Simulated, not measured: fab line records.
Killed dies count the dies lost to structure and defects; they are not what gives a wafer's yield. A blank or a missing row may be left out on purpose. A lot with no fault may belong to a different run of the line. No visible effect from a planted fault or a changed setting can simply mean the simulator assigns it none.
Which tool did it?    flow berkeley_cmos170    Sampling: 13 lots, 39 wafers, 6 of 331 route steps

WHAT THE GAUGES READ, wafer by wafer
UCB170_V2_CD_MEAS_12: the cd target is 700 nm. Usual: cd_nm reads 700.2 nm (standard deviation 1.6).
lot   measured      on         cd_nm (nm)         flag
L246  day 8 20:05   cd_sem-01  701.1 700.7 702.2  
L248  day 8 21:29   cd_sem-01  702.1 702.3 703.0  
L249  day 8 23:49   cd_sem-01  698.5 698.5 699.8  
L247  day 8 23:49   cd_sem-02  699.8 700.8 699.0  
L251  day 9 13:34   cd_sem-01  703.0 704.9 702.1  
L250  day 9 15:17   cd_sem-02  700.9 700.4 701.4  
L252  day 10 11:02  cd_sem-02  699.6 700.5 699.7  
L253  day 10 13:52  cd_sem-01  697.7 697.0 698.0  
L262  day 12 13:20  cd_sem-01  699.4 701.7 701.3  
L267  day 13 12:46  cd_sem-02  700.4 699.3 700.0  
L268  day 13 14:38  cd_sem-02  699.9 700.2 698.9  
L265  day 13 14:40  cd_sem-01  699.7 700.8 700.4  
L269  day 13 21:14  cd_sem-02  699.8 700.0 700.6  

UCB170_M3_CD_MEAS_90: the cd target is 700 nm. Usual: cd_nm reads 700.8 nm (standard deviation 2.6).
lot   measured      on         cd_nm (nm)         flag
L246  day 8 23:05   cd_sem-02  701.5 702.3 699.2  
L248  day 9 00:34   cd_sem-01  695.7 694.6 699.2  
L249  day 9 03:22   cd_sem-02  703.7 698.8 707.0  
L247  day 9 03:29   cd_sem-01  704.2 701.9 705.2  
L251  day 9 17:06   cd_sem-02  701.8 703.0 702.0  
L250  day 9 18:37   cd_sem-01  704.2 704.4 703.6  
L252  day 10 14:30  cd_sem-01  704.1 702.2 699.1  
L253  day 10 17:21  cd_sem-02  703.0 699.8 701.7  
L262  day 12 17:52  cd_sem-02  681.3 681.5 699.1  OFF
L267  day 13 16:09  cd_sem-02  696.6 703.2 697.7  
L268  day 13 17:58  cd_sem-01  705.9 699.9 703.6  
L265  day 13 18:31  cd_sem-01  697.3 697.5 699.5  
L269  day 14 00:49  cd_sem-02  700.4 697.8 696.3  

TOOL THAT RAN EACH LOT (tool first, then ch and the chambers of the sampled wafers, then the start)
lot   UCB170_V2_CMP_02               UCB170_V2_STRIP_15                    UCB170_M3_METAL_ETCH_18            UCB170_M3_STRIP_19
L246  cmp-01 ch 0,1,2, day 8 18:40   plasma_asher-01 ch 0,1, day 8 20:25   rie_metal-03 ch 0,1, day 8 22:46   plasma_asher-01 ch 0,1, day 8 22:58
L248  cmp-02 ch 0,2, day 8 19:41     plasma_asher-03 ch 0, day 8 21:48     rie_metal-02 ch 1, day 9 00:16     plasma_asher-01 ch 0,1, day 9 00:26
L249  cmp-01 ch 1,2,3, day 8 21:53   plasma_asher-03 ch 0,1, day 9 00:08   rie_metal-01 ch 0,1, day 9 03:07   plasma_asher-01 ch 0,1, day 9 03:16
L247  cmp-02 ch 0,2,3, day 8 22:07   plasma_asher-02 ch 0,1, day 9 00:09   rie_metal-03 ch 0,1, day 9 03:12   plasma_asher-02 ch 0,1, day 9 03:23
L251  cmp-01 ch 1,2, day 9 12:04     plasma_asher-01 ch 0,1, day 9 13:52   rie_metal-03 ch 1, day 9 16:45     plasma_asher-01 ch 0,1, day 9 16:58
L250  cmp-02 ch 1,2,3, day 9 13:34   plasma_asher-03 ch 0,1, day 9 15:37   rie_metal-02 ch 0,1, day 9 18:19   plasma_asher-01 ch 0,1, day 9 18:31
L252  cmp-02 ch 1,2, day 10 09:22    plasma_asher-03 ch 0,1, day 10 11:21  rie_metal-03 ch 0,1, day 10 14:11  plasma_asher-02 ch 0,1, day 10 14:23
L253  cmp-01 ch 1,2, day 10 12:01    plasma_asher-03 ch 0,1, day 10 14:11  rie_metal-03 ch 0,1, day 10 17:04  plasma_asher-02 ch 0,1, day 10 17:14
L262  cmp-02 ch 0,2,3, day 12 08:59  plasma_asher-03 ch 0, day 12 13:40    rie_metal-02 ch 0,1, day 12 17:35  plasma_asher-04 ch 0,1, day 12 17:46
L267  cmp-02 ch 1,2,3, day 13 09:50  plasma_asher-02 ch 0,1, day 13 13:06  rie_metal-01 ch 0,1, day 13 15:52  plasma_asher-02 ch 0,1, day 13 16:03
L268  cmp-01 ch 1,2,3, day 13 11:58  plasma_asher-03 ch 0,1, day 13 14:58  rie_metal-03 ch 0,1, day 13 17:40  plasma_asher-01 ch 0,1, day 13 17:52
L265  cmp-01 ch 0,1,2, day 13 12:59  plasma_asher-01 ch 0,1, day 13 14:59  rie_metal-01 ch 1, day 13 18:13    plasma_asher-04 ch 1, day 13 18:23
L269  cmp-01 ch 0,1,3, day 13 19:26  plasma_asher-03 ch 0,1, day 13 21:35  rie_metal-01 ch 0,1, day 14 00:31  plasma_asher-04 ch 0,1, day 14 00:43
- UCB170_V2_CMP_02: polishes SiO2.
- UCB170_V2_STRIP_15: strips in O2.
- UCB170_M3_METAL_ETCH_18: etches Al in Cl2/BCl3, stops on SiO2, target depth 1170 nm, time 195 s.
- UCB170_M3_STRIP_19: strips in O2.

AS READ BY THE TOOLS THEMSELVES (means over the sampled wafers that have a number; for cases with no such wafer, the mark the record gives instead)
UCB170_V2_CMP_02. Usual: motor_current_A 16.1 A, standard deviation 1.3; platen_rpm 60.00 rpm, standard deviation 0.042; slurry_flow_ml_min 150.0, standard deviation 0.42.
lot   tool    motor_current_A (A)  platen_rpm (rpm)  slurry_flow_ml_min  flag
L246  cmp-01  16.3                 59.93             150.2               
L248  cmp-02  16.8                 59.97             150.5               
L249  cmp-01  15.6                 60.00             150.0               
L247  cmp-02  16.7                 59.99             149.8               
L251  cmp-01  17.0                 60.03             150.5               
L250  cmp-02  16.4                 60.01             150.1               
L252  cmp-02  17.1                 60.04             150.2               
L253  cmp-01  17.1                 59.98             149.9               
L262  cmp-02  16.8                 59.98             150.2               
L267  cmp-02  16.8                 59.98             149.8               
L268  cmp-01  15.0                 60.05             149.8               
L265  cmp-01  16.2                 59.96             150.0               
L269  cmp-01  14.7                 60.01             149.9               

UCB170_V2_STRIP_15. Usual: drypump_motor_current_A 5.6 A, standard deviation 0.41; o2_flow_sccm 400.1 sccm, standard deviation 1.2; oes_product_au 0.722 a.u., standard deviation 0.0041; strip_time_to_endpoint_s 15.36 s, standard deviation 0.092.
lot   tool             drypump_motor_current_A (A)  o2_flow_sccm (sccm)  oes_product_au (a.u.)  strip_time_to_endpoint_s (s)  flag
L246  plasma_asher-01  5.7                          400.0                0.719                  15.41                         
L248  plasma_asher-03  5.4                          401.1                0.721                  15.36                         
L249  plasma_asher-03  5.5                          399.0                0.721                  15.20                         
L247  plasma_asher-02  5.7                          399.9                0.725                  15.42                         
L251  plasma_asher-01  5.6                          399.8                0.729                  15.41                         
L250  plasma_asher-03  5.5                          401.4                0.721                  15.35                         
L252  plasma_asher-03  5.5                          400.0                0.724                  15.29                         
L253  plasma_asher-03  5.5                          399.7                0.719                  15.41                         
L262  plasma_asher-03  5.4                          402.9                0.717                  15.32                         
L267  plasma_asher-02  6.1                          400.6                0.724                  15.46                         
L268  plasma_asher-03  5.5                          399.4                0.720                  15.34                         
L265  plasma_asher-01  5.6                          399.9                0.721                  15.27                         
L269  plasma_asher-03  5.5                          400.4                0.721                  15.38                         

UCB170_M3_METAL_ETCH_18. Usual: drypump_motor_current_A 5.5 A, standard deviation 0.33; oes_product_au 0.851 a.u., standard deviation 0.011; rf_fwd_power_W 598.6 W, standard deviation 1.8; throttle_valve_pct 24.34 %, standard deviation 0.23.
lot   tool          drypump_motor_current_A (A)  oes_product_au (a.u.)  rf_fwd_power_W (W)  throttle_valve_pct (%)  flag
L246  rie_metal-03  5.9                          0.850                  596.4               24.35                   
L248  rie_metal-02  5.0                          0.856                  598.2               24.25                   
L249  rie_metal-01  5.6                          0.847                  599.4               24.56                   
L247  rie_metal-03  5.9                          0.838                  598.2               24.33                   
L251  rie_metal-03  6.1                          0.847                  597.7               24.50                   
L250  rie_metal-02  5.3                          0.855                  601.1               24.33                   
L252  rie_metal-03  5.9                          0.835                  600.4               24.32                   
L253  rie_metal-03  5.9                          0.831                  597.4               24.33                   
L262  rie_metal-02  5.3                          0.866                  758.1               24.32                   OFF
L267  rie_metal-01  5.5                          0.856                  597.6               24.41                   
L268  rie_metal-03  5.9                          0.839                  597.9               24.31                   
L265  rie_metal-01  5.5                          0.849                  599.5               24.27                   
L269  rie_metal-01  5.5                          0.856                  599.3               24.41                   

UCB170_M3_STRIP_19. Usual: drypump_motor_current_A 5.7 A, standard deviation 0.47; o2_flow_sccm 400.0 sccm, standard deviation 1.2; oes_product_au 0.549 a.u., standard deviation 0.0087.
lot   tool             drypump_motor_current_A (A)  o2_flow_sccm (sccm)  oes_product_au (a.u.)  flag
L246  plasma_asher-01  5.7                          400.9                0.557                  
L248  plasma_asher-01  5.6                          401.3                0.546                  
L249  plasma_asher-01  5.6                          400.0                0.560                  
L247  plasma_asher-02  5.6                          400.0                0.551                  
L251  plasma_asher-01  5.6                          400.8                0.555                  
L250  plasma_asher-01  5.6                          399.8                0.556                  
L252  plasma_asher-02  5.7                          401.1                0.551                  
L253  plasma_asher-02  5.7                          399.9                0.550                  
L262  plasma_asher-04  5.5                          400.9                0.390                  OFF
L267  plasma_asher-02  5.7                          399.9                0.538                  
L268  plasma_asher-01  5.6                          399.3                0.550                  
L265  plasma_asher-04  5.6                          399.9                0.541                  
L269  plasma_asher-04  5.5                          400.1                0.537                  

THE ANSWER, worked out from the rows above alone
Rule: lot off if the mean of its wafers having a number is beyond 3 standard deviations from the usual mean. A lot without any number at a reading at which 4 lots or more have one is off too. Any other lot the step has rows for is counted as sound. The gauges are gone through in route order, then the tools' own readings, and for those a lot's mean is taken as printed above. The first step at which some lot is off is used, and at that step the reading that is off furthest; a lot without a number counts as furthest.
Off: L262 (UCB170_M3_CD_MEAS_90, cd_nm).
If a tool, at a process step before that reading, ran all the lots that are off and no sound lot after the first of them, it fits. The gauges at UCB170_M3_CD_MEAS_90 aren't tried: what is off there is off at UCB170_M3_METAL_ETCH_18 too, on other tools, and a gauge's error can't cause that. One fits: UCB170_M3_METAL_ETCH_18 on rie_metal-02. A fault onset in the window from L250 (day 9 18:19, its last sound lot) to L262 (day 12 17:35, its first lot off) fits.
On the lots that are off, the tool's own readings at UCB170_M3_METAL_ETCH_18 differ by more than 5 times the standard deviation of the sound lots' means, which bears it out; rf_fwd_power_W reads 758.1 W there versus 598.6 W on the sound lots.

WHAT THE SIMULATOR HAD INSERTED
rie_metal-02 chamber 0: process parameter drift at UCB170_M3_METAL_ETCH_18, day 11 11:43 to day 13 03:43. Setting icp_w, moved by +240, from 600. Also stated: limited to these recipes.
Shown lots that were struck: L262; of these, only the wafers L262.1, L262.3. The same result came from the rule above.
